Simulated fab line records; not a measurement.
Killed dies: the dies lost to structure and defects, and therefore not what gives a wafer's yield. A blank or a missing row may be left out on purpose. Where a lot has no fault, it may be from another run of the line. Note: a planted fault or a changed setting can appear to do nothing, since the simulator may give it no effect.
One fault through the eyes of 2 desks -- flow rit cmos -- numbers are kept per desk, each desk with only its own; the story behind them comes last

## METROLOGY DESK
Lot by lot, what the gauges showed, no matter which tool ran the lot: averages of those sampled wafers that carry a number. Marked OUT: a lot whose mean sits more than 4 standard deviations from the usual mean, which makes it out of limits; the brackets give that distance.
Columns: A = NWELL_TW at RIT_NWELL_TW_MEAS_10, usual 2130; B = NWELL_RS at RIT_WELLDRIVE_RS_MEAS_01, usual 275.5 ohm/sq
lot,first seen here,A,B
L461,day 2 02:04,2115,275.1
L462,day 2 05:23,2132,274.8
L463,day 2 08:12,2119,275.3
L464,day 2 14:42,2127,275.4
L465,day 2 18:46,2124,275.7
L466,day 2 23:29,2122,275.6
L467,day 3 04:29,2147,275.5
L468,day 3 09:46,2134,275.7
L469,day 3 14:06,2140,274.4
L470,day 3 21:14,2228 (+8.9) OUT,251.8 (-34) OUT
L471,day 4 00:26,2217 (+7.9) OUT,253.1 (-33) OUT
L472,day 4 09:05,2237 (+9.8) OUT,252.2 (-34) OUT
L478,day 5 15:34,2119,275.2
L482,day 6 10:18,2132,274.7
Per this desk, out of limits: L470, L471, L472; the first was L470, day 3 21:14 (NWELL_TW at RIT_NWELL_TW_MEAS_10). Within limits: L461, L462, L463, L464, L465, L466, L467, L468, L469, L478, L482.

## TOOL OWNER'S DESK, implanter-02
The tool's own readings at RIT_NWELL_IMPLANT_08, given as means over the sampled wafers that have a number, one for each lot that went through this tool. Marked OUT: a lot whose mean sits more than 4 standard deviations from the usual mean, which makes it out of limits; the brackets give that distance.
Columns: A = dose ions cm2 at RIT_NWELL_IMPLANT_08, usual 4.998e+13; B = faraday current uA at RIT_NWELL_IMPLANT_08, usual 159; C = tilt deg at RIT_NWELL_IMPLANT_08, usual 7.000 degrees
lot,first seen here,A,B,C
L466,day 2 23:11,4.988e+13,159,6.979
L469,day 3 13:46,4.997e+13,162,7.002
L470,day 3 20:54,5.799e+13 (+99 or more) OUT,183 (+7.2) OUT,6.982
L471,day 4 00:10,5.798e+13 (+99 or more) OUT,183 (+7.2) OUT,6.998
L472,day 4 08:46,5.796e+13 (+99 or more) OUT,183 (+7.1) OUT,6.992
This desk's verdict: out of limits on L470, L471, L472, starting with L470 at day 3 20:54 (dose ions cm2 at RIT_NWELL_IMPLANT_08). Within limits: L466, L469.

## PUT TOGETHER
The tool owner's desk had the chance to raise an alarm at day 3 20:54 on L470, L471, L472.
On L470, L471, L472, the metrology desk was in a position to raise an alarm at day 3 21:14.
All the named lots went through RIT_NWELL_IMPLANT_08 on implanter-02.

## WHAT THE SIMULATOR PUT IN
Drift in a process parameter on implanter-02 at RIT_NWELL_IMPLANT_08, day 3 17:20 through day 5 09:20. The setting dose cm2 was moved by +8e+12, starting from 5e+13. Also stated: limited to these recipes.
Shown lots that were struck: L470, L471, L472.
Hours from the fault's start to each desk's first reading out of limits: the tool owner's desk, 4; the metrology desk, 4.
